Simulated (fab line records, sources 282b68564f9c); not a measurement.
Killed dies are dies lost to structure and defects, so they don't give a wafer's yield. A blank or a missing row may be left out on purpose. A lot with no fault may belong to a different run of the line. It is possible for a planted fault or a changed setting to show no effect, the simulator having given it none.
A sampling plan put to the test + flow ritCmos + one fab line, 4 faults that these records tell of, each judged on the records of the lots that it struck; 1 more is left out, because the records don't allow judging it
The plan consists of the line's own looks: route steps at which the wafer is read by a gauge or an inspection but not changed. Where struck wafers have a number at a look and the file lists that look's usual mean and standard deviation on fault-free wafers, the look can be judged. Caught: the struck wafers' mean, at a look after the fault's first step, is 4 or more of those standard deviations (sigma) away from the usual mean. On the tool: here the same test is run on the tool's own readings at the fault's steps. Caught also covers a different recipe on the struck wafers, or a record left blank for those wafers only.

== THE FAULTS, as the simulator had put them in ==
1. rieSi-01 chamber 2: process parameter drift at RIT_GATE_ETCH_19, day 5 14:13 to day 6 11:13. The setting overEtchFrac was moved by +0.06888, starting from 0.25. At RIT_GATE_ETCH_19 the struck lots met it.
2. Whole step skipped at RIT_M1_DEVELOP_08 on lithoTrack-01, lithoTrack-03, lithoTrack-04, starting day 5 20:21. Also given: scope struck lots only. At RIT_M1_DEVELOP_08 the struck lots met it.
3. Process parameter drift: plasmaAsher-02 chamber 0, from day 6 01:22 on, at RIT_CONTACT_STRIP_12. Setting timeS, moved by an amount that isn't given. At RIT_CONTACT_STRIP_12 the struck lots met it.
4. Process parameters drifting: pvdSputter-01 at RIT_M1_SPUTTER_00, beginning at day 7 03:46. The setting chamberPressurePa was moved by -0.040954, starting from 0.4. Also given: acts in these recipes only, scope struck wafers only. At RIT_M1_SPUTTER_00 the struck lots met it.

== WHAT THE PLAN SAW ==
| fault | on the tool itself                               | first look that catches it                   | reading, sigma | median hours from its first step to that look | hours from the fault's start to the first struck lot there | judged looks passed uncaught |
|-------|--------------------------------------------------|----------------------------------------------|----------------|-----------------------------------------------|------------------------------------------------------------|------------------------------|
| 1     | under 2 sigma                                    | not the one look that can be judged after it | -              | -                                             | -                                                          | 1                            |
| 2     | the tool's record is blank for the struck wafers | no look after it can be judged               | -              | -                                             | -                                                          | 0                            |
| 3     | runLengthS -24 sigma                             | not the one look that can be judged after it | -              | -                                             | -                                                          | 1                            |
| 4     | chamberPressurePa -53 sigma                      | no look after it can be judged               | -              | -                                             | -                                                          | 0                            |
A dash: the fault is not caught, or the number is missing from these records.

Caught at a look: 0 of 4. Caught on the tool: 3 of 4. By one or the other: 3 of 4.
On the tool alone, faults 2, 3, 4 were caught.
Caught by neither: fault 1.
